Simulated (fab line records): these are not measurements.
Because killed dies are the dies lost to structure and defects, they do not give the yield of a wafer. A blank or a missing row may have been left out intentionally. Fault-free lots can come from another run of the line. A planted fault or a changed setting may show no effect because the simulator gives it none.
Which of the tools did it? / flow berkeley-cmos170 / 14 lots, 42 wafers sampled, at 5 steps of a route of 331

## WHAT THE GAUGES SHOWED, per wafer
UCB170_FIELD_THK_MEAS_90.
lot=L700; measured=day 5 21:57; on=film-metro-04; FIELD_OXIDE_LEFT_1_THK (nm)=444 445 444
lot=L701; measured=day 5 21:58; on=film-metro-02; FIELD_OXIDE_LEFT_1_THK (nm)=442 435 436
lot=L703; measured=day 6 07:10; on=film-metro-03; FIELD_OXIDE_LEFT_1_THK (nm)=418 433 421
lot=L706; measured=day 6 20:48; on=film-metro-02; FIELD_OXIDE_LEFT_1_THK (nm)=449 442 449
lot=L707; measured=day 7 05:33; on=film-metro-02; FIELD_OXIDE_LEFT_1_THK (nm)=446 448 439
lot=L708; measured=day 7 14:46; on=film-metro-03; FIELD_OXIDE_LEFT_1_THK (nm)=449 459 447
lot=L710; measured=day 8 01:06; on=film-metro-04; FIELD_OXIDE_LEFT_1_THK (nm)=451 443 447
lot=L712; measured=day 8 07:56; on=film-metro-02; FIELD_OXIDE_LEFT_1_THK (nm)=433 437 432
lot=L711; measured=day 8 01:06; on=film-metro-03; FIELD_OXIDE_LEFT_1_THK (nm)=443 437 441
lot=L714; measured=day 8 15:35; on=film-metro-02; FIELD_OXIDE_LEFT_1_THK (nm)=420 421 422
lot=L716; measured=day 9 09:07; on=film-metro-04; FIELD_OXIDE_LEFT_1_THK (nm)=442 443 435
lot=L720; measured=day 10 06:16; on=film-metro-02; FIELD_OXIDE_LEFT_1_THK (nm)=424 417 418
lot=L722; measured=day 10 06:13; on=film-metro-04; FIELD_OXIDE_LEFT_1_THK (nm)=451 456 452
lot=L723; measured=day 11 07:03; on=film-metro-02; FIELD_OXIDE_LEFT_1_THK (nm)=433 430 427

UCB170_SACOX_THK_MEAS_02.
lot=L700; measured=day 6 04:21; on=film-metro-02; SACOX_OXIDE_THK (nm)=12.76 12.80 12.90
lot=L701; measured=day 6 04:25; on=film-metro-03; SACOX_OXIDE_THK (nm)=12.58 12.99 12.95
lot=L703; measured=day 6 13:06; on=film-metro-03; SACOX_OXIDE_THK (nm)=13.57 13.40 13.53
lot=L706; measured=day 7 03:29; on=film-metro-01; SACOX_OXIDE_THK (nm)=13.29 13.37 13.21
lot=L707; measured=day 7 12:34; on=film-metro-02; SACOX_OXIDE_THK (nm)=12.85 13.16 13.25
lot=L708; measured=day 7 22:49; on=film-metro-02; SACOX_OXIDE_THK (nm)=13.35 13.37 13.25
lot=L710; measured=day 8 07:37; on=film-metro-01; SACOX_OXIDE_THK (nm)=13.58 13.27 13.59
lot=L712; measured=day 8 14:59; on=film-metro-02; SACOX_OXIDE_THK (nm)=13.39 13.23 12.96
lot=L711; measured=day 8 07:37; on=film-metro-03; SACOX_OXIDE_THK (nm)=13.22 13.11 13.29
lot=L714; measured=day 8 22:28; on=film-metro-03; SACOX_OXIDE_THK (nm)=13.12 13.37 13.45
lot=L716; measured=day 9 18:40; on=film-metro-02; SACOX_OXIDE_THK (nm)=13.31 12.96 12.93
lot=L720; measured=day 10 14:38; on=film-metro-02; SACOX_OXIDE_THK (nm)=13.11 13.13 12.84
lot=L722; measured=day 10 14:43; on=film-metro-01; SACOX_OXIDE_THK (nm)=13.28 13.26 12.94
lot=L723; measured=day 11 16:21; on=film-metro-03; SACOX_OXIDE_THK (nm)=13.49 13.69 13.32

UCB170_PVT_TW_MEAS_09.
lot=L700; measured=day 6 18:54; on=film-metro-02; PVT_TW=513 509 508
lot=L701; measured=day 6 19:23; on=film-metro-02; PVT_TW=513 510 511
lot=L703; measured=day 7 08:50; on=film-metro-02; PVT_TW=512 512 513
lot=L706; measured=day 7 21:49; on=film-metro-03; PVT_TW=507 509 508
lot=L707; measured=day 8 07:53; on=film-metro-03; PVT_TW=507 511 510
lot=L708; measured=day 8 15:52; on=film-metro-03; PVT_TW=510 511 507
lot=L710; measured=day 9 00:05; on=film-metro-04; PVT_TW=517 520 518
lot=L712; measured=day 9 07:44; on=film-metro-02; PVT_TW=511 511 510
lot=L711; measured=day 9 00:34; on=film-metro-02; PVT_TW=515 511 513
lot=L714; measured=day 9 15:36; on=film-metro-03; PVT_TW=508 509 506
lot=L716; measured=day 10 11:05; on=film-metro-04; PVT_TW=521 522 520
lot=L720; measured=day 11 08:11; on=film-metro-02; PVT_TW=474 474 473
lot=L722; measured=day 11 07:57; on=film-metro-02; PVT_TW=512 514 513
lot=L723; measured=day 12 15:39; on=film-metro-03; PVT_TW=469 471 470

## EACH LOT AND THE TOOL THAT RAN IT (in order: tool; ch and the chambers of the sampled wafers; start)
lot=L700; UCB170_PWELL_STRIP_16=plasma-asher-02 ch 0,1, day 3 14:31; UCB170_PVT_IMPLANT_07=implanter-02 ch 0, day 6 18:39
lot=L701; UCB170_PWELL_STRIP_16=plasma-asher-04 ch 0,1, day 3 14:34; UCB170_PVT_IMPLANT_07=implanter-01 ch 0, day 6 19:09
lot=L703; UCB170_PWELL_STRIP_16=plasma-asher-04 ch 0,1, day 4 05:40; UCB170_PVT_IMPLANT_07=implanter-02 ch 0, day 7 08:35
lot=L706; UCB170_PWELL_STRIP_16=plasma-asher-01 ch 0, day 4 13:17; UCB170_PVT_IMPLANT_07=implanter-01 ch 0, day 7 21:35
lot=L707; UCB170_PWELL_STRIP_16=plasma-asher-04 ch 0,1, day 4 21:19; UCB170_PVT_IMPLANT_07=implanter-01 ch 0, day 8 07:38
lot=L708; UCB170_PWELL_STRIP_16=plasma-asher-02 ch 0,1, day 5 03:18; UCB170_PVT_IMPLANT_07=implanter-03 ch 0, day 8 15:37
lot=L710; UCB170_PWELL_STRIP_16=plasma-asher-02 ch 0,1, day 5 13:35; UCB170_PVT_IMPLANT_07=implanter-01 ch 0, day 8 23:50
lot=L712; UCB170_PWELL_STRIP_16=plasma-asher-04 ch 0,1, day 5 19:44; UCB170_PVT_IMPLANT_07=implanter-03 ch 0, day 9 07:32
lot=L711; UCB170_PWELL_STRIP_16=plasma-asher-02 ch 0,1, day 5 19:57; UCB170_PVT_IMPLANT_07=implanter-03 ch 0, day 9 00:19
lot=L714; UCB170_PWELL_STRIP_16=plasma-asher-01 ch 0, day 6 04:30; UCB170_PVT_IMPLANT_07=implanter-02 ch 0, day 9 15:21
lot=L716; UCB170_PWELL_STRIP_16=plasma-asher-04 ch 0, day 6 20:05; UCB170_PVT_IMPLANT_07=implanter-02 ch 0, day 10 10:51
lot=L720; UCB170_PWELL_STRIP_16=plasma-asher-01 ch 0, day 7 21:15; UCB170_PVT_IMPLANT_07=implanter-01 ch 0, day 11 07:56
lot=L722; UCB170_PWELL_STRIP_16=plasma-asher-04 ch 0,1, day 7 21:44; UCB170_PVT_IMPLANT_07=implanter-02 ch 0, day 11 07:44
lot=L723; UCB170_PWELL_STRIP_16=plasma-asher-01 ch 1, day 8 13:23; UCB170_PVT_IMPLANT_07=implanter-01 ch 0, day 12 15:25
- UCB170_PWELL_STRIP_16: strips in O2.
- UCB170_PVT_IMPLANT_07

## WHAT THE TOOLS THEMSELVES READ (means of the sampled wafers that have a number; where no wafer has one, the mark that the record gives instead)
UCB170_PWELL_STRIP_16.
lot=L700; tool=plasma-asher-02; drypump-motor-current-A (A)=5.8; oes-product-au (a.u.)=0.721; strip-time-to-endpoint-s (s)=18.05
lot=L701; tool=plasma-asher-04; drypump-motor-current-A (A)=5.0; oes-product-au (a.u.)=0.719; strip-time-to-endpoint-s (s)=18.11
lot=L703; tool=plasma-asher-04; drypump-motor-current-A (A)=5.2; oes-product-au (a.u.)=0.724; strip-time-to-endpoint-s (s)=18.00
lot=L706; tool=plasma-asher-01; drypump-motor-current-A (A)=6.3; oes-product-au (a.u.)=0.717; strip-time-to-endpoint-s (s)=18.02
lot=L707; tool=plasma-asher-04; drypump-motor-current-A (A)=5.2; oes-product-au (a.u.)=0.720; strip-time-to-endpoint-s (s)=18.08
lot=L708; tool=plasma-asher-02; drypump-motor-current-A (A)=5.7; oes-product-au (a.u.)=0.717; strip-time-to-endpoint-s (s)=18.11
lot=L710; tool=plasma-asher-02; drypump-motor-current-A (A)=5.9; oes-product-au (a.u.)=0.723; strip-time-to-endpoint-s (s)=18.03
lot=L712; tool=plasma-asher-04; drypump-motor-current-A (A)=5.2; oes-product-au (a.u.)=0.720; strip-time-to-endpoint-s (s)=18.02
lot=L711; tool=plasma-asher-02; drypump-motor-current-A (A)=5.6; oes-product-au (a.u.)=0.722; strip-time-to-endpoint-s (s)=18.03
lot=L714; tool=plasma-asher-01; drypump-motor-current-A (A)=6.3; oes-product-au (a.u.)=0.717; strip-time-to-endpoint-s (s)=18.06
lot=L716; tool=plasma-asher-04; drypump-motor-current-A (A)=4.9; oes-product-au (a.u.)=0.722; strip-time-to-endpoint-s (s)=18.03
lot=L720; tool=plasma-asher-01; drypump-motor-current-A (A)=6.3; oes-product-au (a.u.)=0.723; strip-time-to-endpoint-s (s)=18.15
lot=L722; tool=plasma-asher-04; drypump-motor-current-A (A)=5.0; oes-product-au (a.u.)=0.723; strip-time-to-endpoint-s (s)=18.26
lot=L723; tool=plasma-asher-01; drypump-motor-current-A (A)=6.0; oes-product-au (a.u.)=0.727; strip-time-to-endpoint-s (s)=18.19

UCB170_PVT_IMPLANT_07.
lot=L700; tool=implanter-02; beam-energy-keV=29.995; beam-on-s (s)=10.05; faraday-current-uA=6.32
lot=L701; tool=implanter-01; beam-energy-keV=30.012; beam-on-s (s)=10.05; faraday-current-uA=6.30
lot=L703; tool=implanter-02; beam-energy-keV=29.996; beam-on-s (s)=9.99; faraday-current-uA=6.34
lot=L706; tool=implanter-01; beam-energy-keV=30.013; beam-on-s (s)=10.05; faraday-current-uA=6.31
lot=L707; tool=implanter-01; beam-energy-keV=30.002; beam-on-s (s)=9.88; faraday-current-uA=6.41
lot=L708; tool=implanter-03; beam-energy-keV=30.003; beam-on-s (s)=9.91; faraday-current-uA=6.41
lot=L710; tool=implanter-01; beam-energy-keV=29.995; beam-on-s (s)=9.90; faraday-current-uA=6.39
lot=L712; tool=implanter-03; beam-energy-keV=29.998; beam-on-s (s)=10.14; faraday-current-uA=6.25
lot=L711; tool=implanter-03; beam-energy-keV=30.008; beam-on-s (s)=10.03; faraday-current-uA=6.31
lot=L714; tool=implanter-02; beam-energy-keV=30.012; beam-on-s (s)=9.90; faraday-current-uA=6.41
lot=L716; tool=implanter-02; beam-energy-keV=29.990; beam-on-s (s)=10.07; faraday-current-uA=6.30
lot=L720; tool=implanter-01; beam-energy-keV=30.010; beam-on-s (s)=7.85; faraday-current-uA=8.09
lot=L722; tool=implanter-02; beam-energy-keV=30.008; beam-on-s (s)=10.01; faraday-current-uA=6.33
lot=L723; tool=implanter-01; beam-energy-keV=30.000; beam-on-s (s)=7.73; faraday-current-uA=8.22

## THE ANSWER, worked out from the rows above alone
Rule: what is usual is taken from the lots themselves. Put in order of their means at a reading, lots are off if they are a third of the lots or fewer, leave a main group of 4 or more, and stand apart from it by a gap of 3 or more times the standard deviation of the main group's means; of several such gaps the widest counts. A main group whose means are all the same, to the digits that the tables above print for the reading, isn't used. Also off: a lot with no number at a reading for which 4 or more lots have one. All remaining lots with rows at the step are treated as sound. The gauges are gone through in route order, then the tools' own readings, and for those a lot's mean is taken as printed above. At the first step where some lot is off, the reading lying furthest off is the one used; lots without a number count as furthest.
Off: at UCB170_PVT_TW_MEAS_09 (PVT_TW), L720, L723. For the main group the mean is 512 and the standard deviation 3.9.
If a tool, at a process step before that reading, ran all the lots that are off and no sound lot after the first of them, it fits. The gauges at UCB170_PVT_TW_MEAS_09 aren't tried: what is off there is off at UCB170_PVT_IMPLANT_07 too, on other tools, and a gauge's error can't cause that. This does not decide it: 2 tools fit, namely plasma-asher-01 at UCB170_PWELL_STRIP_16 and implanter-01 at UCB170_PVT_IMPLANT_07.

## WHAT THE SIMULATOR PUT IN
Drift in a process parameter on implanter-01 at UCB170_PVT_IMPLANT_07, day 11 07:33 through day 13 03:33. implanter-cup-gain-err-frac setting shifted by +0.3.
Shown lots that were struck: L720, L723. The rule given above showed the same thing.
